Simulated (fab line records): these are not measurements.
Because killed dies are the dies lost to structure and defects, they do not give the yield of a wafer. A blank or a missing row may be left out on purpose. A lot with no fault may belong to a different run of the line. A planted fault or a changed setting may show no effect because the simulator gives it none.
A lot that was struck, set against a sound lot + flow berkeley cmos170 + 13 steps out of a route of 331
Sound: wafers L872.2, L872.4, L872.6. The struck wafers were L883.1, L883.3, L883.5. The cause is named last.
Per side, at each step with rows, come the tool, then ch with its chambers, and then its first start. Under that, the readings that differ: sound wafers + struck wafers + difference of the means + sigmas: that difference in standard deviations of wafers without a fault.
alike: readings whose means differ by less than 2 such deviations, and words and numbers that are the same on both sides. not compared: withheld readings, readings that some wafer has no value for, bounds like >300 that may hide the same value, and numbers for which the record gives no deviation and whose values overlap.
A row with sigmas, a row that says differs or no value, or rows on one side alone: a step with any of these is where the two part. Non-overlapping numbers with no deviation appear without sigmas and do not part them. Lack of a reading on every wafer of one side parts them only where that side has two or more wafers.

first, 2 steps without rows for these wafers: UCB170_FIELD_CLEAN_00 (cleans in dHF, time 7.5 s); UCB170_FIELD_OXIDATION_01 (target thk 558.3 nm, ox time 7200 s).
UCB170_FIELD_THK_MEAS_02:
  sound: film metro-01 at day 5 14:34; struck: film metro-04 at day 7 15:27
  alike: FIELD_OXIDE_THK
then, 4 steps without rows for these wafers: UCB170_FIELD_ANNEAL_03 (time 1200 s); UCB170_FIELD_WET_ETCH_04 (etches SiO2 in dHF, time 60 s); UCB170_FIELD_WET_ETCH_05 (etches Si3N4 in H3PO4, time 12600 s); UCB170_FIELD_WET_ETCH_06 (etches SiO2 in BOE, time 22 s).
UCB170_FIELD_THK_MEAS_90:
  sound: film metro-03 at day 5 22:41; struck: film metro-03 at day 7 23:02
  alike: FIELD_OXIDE_LEFT_1_THK
then, 2 steps without rows for these wafers: UCB170_SACOX_CLEAN_00 (cleans in dHF, time 7.5 s); UCB170_SACOX_OXIDATION_01 (target thk 14.4 nm, ox time 2400 s).
UCB170_SACOX_THK_MEAS_02:
  sound: film metro-02 at day 6 02:44; struck: film metro-04 at day 8 03:07
  alike: SACOX_OXIDE_THK
then, 1 step without rows for these wafers: UCB170_SCREENOX_WET_ETCH_00 (etches SiO2 in dHF, time 200 s).
UCB170_SCREENOX_OXIDATION_01: target thk 14.4 nm, ox time 2400 s.
  struck on furnace-01, day 8 08:32; sound on furnace-03 ch 0, day 6 03:50
  no value came back on the struck wafers for ox temp c (C), ox temp c max, ox time s (s), zone power centre pct (%); on the sound wafers ox temp c (C) reads 900.4 900.7 900.2

WHERE THEY PART
UCB170_SCREENOX_OXIDATION_01 only, going by this record.

WHY: the cause the simulator had injected
Whole step skipped at UCB170_SCREENOX_OXIDATION_01 on furnace-01, starting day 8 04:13. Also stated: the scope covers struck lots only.
